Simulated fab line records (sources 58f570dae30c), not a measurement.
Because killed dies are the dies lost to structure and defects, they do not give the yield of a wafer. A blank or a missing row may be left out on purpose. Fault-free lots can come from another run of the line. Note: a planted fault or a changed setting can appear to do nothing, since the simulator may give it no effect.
Split-lot trial || flow berkeley cmos170 || 5 lots, 23 wafers read, on a route of 331 steps

SPLIT DETAILS
At UCB170_V1_ETCH_14 (etches SiO2 in CHF3/CF4/Ar, stops on Al, target depth 1250 nm, time 291 s), the setting time s was moved away from the recipe's 291 s on 7 of the 23 wafers read, by -9.8% to +7.5%. The other wafers ran this setting at the recipe's value.

The reading is taken at the split's own step.

THE READING
KrF_of_V1_COAT_07.thk nm (the simulator's own value, which no gauge read), in nm, at UCB170_V1_ETCH_14 (etches SiO2 in CHF3/CF4/Ar, stops on Al, target depth 1250 nm, time 291 s). No usual value for it is given in the file. Average 609.2 nm, standard deviation 4.7 nm, over the 16 wafers here run with the recipe.

{"wafer": "L074.1", "tool, chamber at the split": "rie diel-02, 3", "time s as run, s": 309.6, "against the recipe": "+6.4%", "KrF_of_V1_COAT_07.thk nm, nm": 588.8, "against lot-mates on the recipe": -19.4}
{"wafer": "L074.2", "tool, chamber at the split": "rie diel-02, 1", "time s as run, s": 309.6, "against the recipe": "+6.4%", "KrF_of_V1_COAT_07.thk nm, nm": 593.5, "against lot-mates on the recipe": -14.7}
{"wafer": "L074.3", "tool, chamber at the split": "rie diel-02, 0", "time s as run, s": 291, "against the recipe": "recipe", "KrF_of_V1_COAT_07.thk nm, nm": 611.2, "against lot-mates on the recipe": "-"}
{"wafer": "L074.5", "tool, chamber at the split": "rie diel-02, 2", "time s as run, s": 309.6, "against the recipe": "+6.4%", "KrF_of_V1_COAT_07.thk nm, nm": 592.1, "against lot-mates on the recipe": -16.1}
{"wafer": "L074.6", "tool, chamber at the split": "rie diel-02, 3", "time s as run, s": 291, "against the recipe": "recipe", "KrF_of_V1_COAT_07.thk nm, nm": 605.1, "against lot-mates on the recipe": "-"}
{"wafer": "L079.1", "tool, chamber at the split": "rie diel-04, 2", "time s as run, s": 291, "against the recipe": "recipe", "KrF_of_V1_COAT_07.thk nm, nm": 600, "against lot-mates on the recipe": "-"}
{"wafer": "L079.3", "tool, chamber at the split": "rie diel-04, 3", "time s as run, s": 291, "against the recipe": "recipe", "KrF_of_V1_COAT_07.thk nm, nm": 606.2, "against lot-mates on the recipe": "-"}
{"wafer": "L079.4", "tool, chamber at the split": "rie diel-04, 0", "time s as run, s": 291, "against the recipe": "recipe", "KrF_of_V1_COAT_07.thk nm, nm": 611.6, "against lot-mates on the recipe": "-"}
{"wafer": "L079.5", "tool, chamber at the split": "rie diel-04, 3", "time s as run, s": 291, "against the recipe": "recipe", "KrF_of_V1_COAT_07.thk nm, nm": 605.1, "against lot-mates on the recipe": "-"}
{"wafer": "L079.6", "tool, chamber at the split": "rie diel-04, 0", "time s as run, s": 291, "against the recipe": "recipe", "KrF_of_V1_COAT_07.thk nm, nm": 614.3, "against lot-mates on the recipe": "-"}
{"wafer": "L078.4", "tool, chamber at the split": "rie diel-03, 1", "time s as run, s": 291, "against the recipe": "recipe", "KrF_of_V1_COAT_07.thk nm, nm": 617.3, "against lot-mates on the recipe": "-"}
{"wafer": "L078.5", "tool, chamber at the split": "rie diel-03, 3", "time s as run, s": 291, "against the recipe": "recipe", "KrF_of_V1_COAT_07.thk nm, nm": 608, "against lot-mates on the recipe": "-"}
{"wafer": "L078.6", "tool, chamber at the split": "rie diel-03, 0", "time s as run, s": 291, "against the recipe": "recipe", "KrF_of_V1_COAT_07.thk nm, nm": 618.1, "against lot-mates on the recipe": "-"}
{"wafer": "L083.1", "tool, chamber at the split": "rie diel-02, 1", "time s as run, s": 291, "against the recipe": "recipe", "KrF_of_V1_COAT_07.thk nm, nm": 609.2, "against lot-mates on the recipe": "-"}
{"wafer": "L083.3", "tool, chamber at the split": "rie diel-02, 3", "time s as run, s": 312.9, "against the recipe": "+7.5%", "KrF_of_V1_COAT_07.thk nm, nm": 579.9, "against lot-mates on the recipe": -28.3}
{"wafer": "L083.4", "tool, chamber at the split": "rie diel-02, 2", "time s as run, s": 291, "against the recipe": "recipe", "KrF_of_V1_COAT_07.thk nm, nm": 607.4, "against lot-mates on the recipe": "-"}
{"wafer": "L083.5", "tool, chamber at the split": "rie diel-02, 0", "time s as run, s": 312.9, "against the recipe": "+7.5%", "KrF_of_V1_COAT_07.thk nm, nm": 584.8, "against lot-mates on the recipe": -23.4}
{"wafer": "L083.6", "tool, chamber at the split": "rie diel-02, 1", "time s as run, s": 291, "against the recipe": "recipe", "KrF_of_V1_COAT_07.thk nm, nm": 608, "against lot-mates on the recipe": "-"}
{"wafer": "L085.2", "tool, chamber at the split": "rie diel-03, 2", "time s as run, s": 291, "against the recipe": "recipe", "KrF_of_V1_COAT_07.thk nm, nm": 604.4, "against lot-mates on the recipe": "-"}
{"wafer": "L085.3", "tool, chamber at the split": "rie diel-03, 0", "time s as run, s": 291, "against the recipe": "recipe", "KrF_of_V1_COAT_07.thk nm, nm": 609.2, "against lot-mates on the recipe": "-"}
{"wafer": "L085.4", "tool, chamber at the split": "rie diel-03, 3", "time s as run, s": 262.6, "against the recipe": "-9.8%", "KrF_of_V1_COAT_07.thk nm, nm": 635.5, "against lot-mates on the recipe": "+26.9"}
{"wafer": "L085.5", "tool, chamber at the split": "rie diel-03, 0", "time s as run, s": 291, "against the recipe": "recipe", "KrF_of_V1_COAT_07.thk nm, nm": 612.3, "against lot-mates on the recipe": "-"}
{"wafer": "L085.6", "tool, chamber at the split": "rie diel-03, 1", "time s as run, s": 262.6, "against the recipe": "-9.8%", "KrF_of_V1_COAT_07.thk nm, nm": 635.1, "against lot-mates on the recipe": "+26.5"}

THE FIT
A straight line over all 23 wafers: KrF_of_V1_COAT_07.thk nm changes by -2.92 nm for each +1% of time s; r = -0.95; the points scatter about the line by 4.5 nm.
The same after taking each lot's own level away (the mean of its wafers on the recipe; 23 wafers): -2.87 nm for each +1%; r = -0.96; scatter 3.9 nm.
That fit puts the effect of the largest move of time s on the reading at 28 nm.
Across the lots, their own levels run from 607.44 to 614.47 nm, a range of 1.5 times the standard deviation given above.
Hence the lot-to-lot level has little effect on the slope; both slopes agree.
Check: with one of the wafers moved furthest among these (-9.8%) left out of the fit, the line predicts +28.2 nm for it against its lot-mates. Against them it came out at +26.9 nm.

THE WHOLE CHAIN: every reading that the file lists as answering this split, in the file's order
{"step": "UCB170_V1_ETCH_14", "what it does": "etches SiO2 in CHF3/CF4/Ar, stops on Al, target depth 1250 nm, time 291 s", "reading": "KrF_of_V1_COAT_07.thk nm (the simulator's own value, which no gauge read)", "change (the file's fit)": "-2.91 nm for each +1% of the setting", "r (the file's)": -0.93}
{"step": "UCB170_V1_STRIP_15", "what it does": "strips in O2", "reading": "strip time to endpoint s", "change (the file's fit)": "withheld for each +1% of the setting", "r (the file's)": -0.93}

FILE'S OWN FIT
KrF_of_V1_COAT_07.thk nm changes by -2.91 nm for each +1% of time s, r = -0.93.
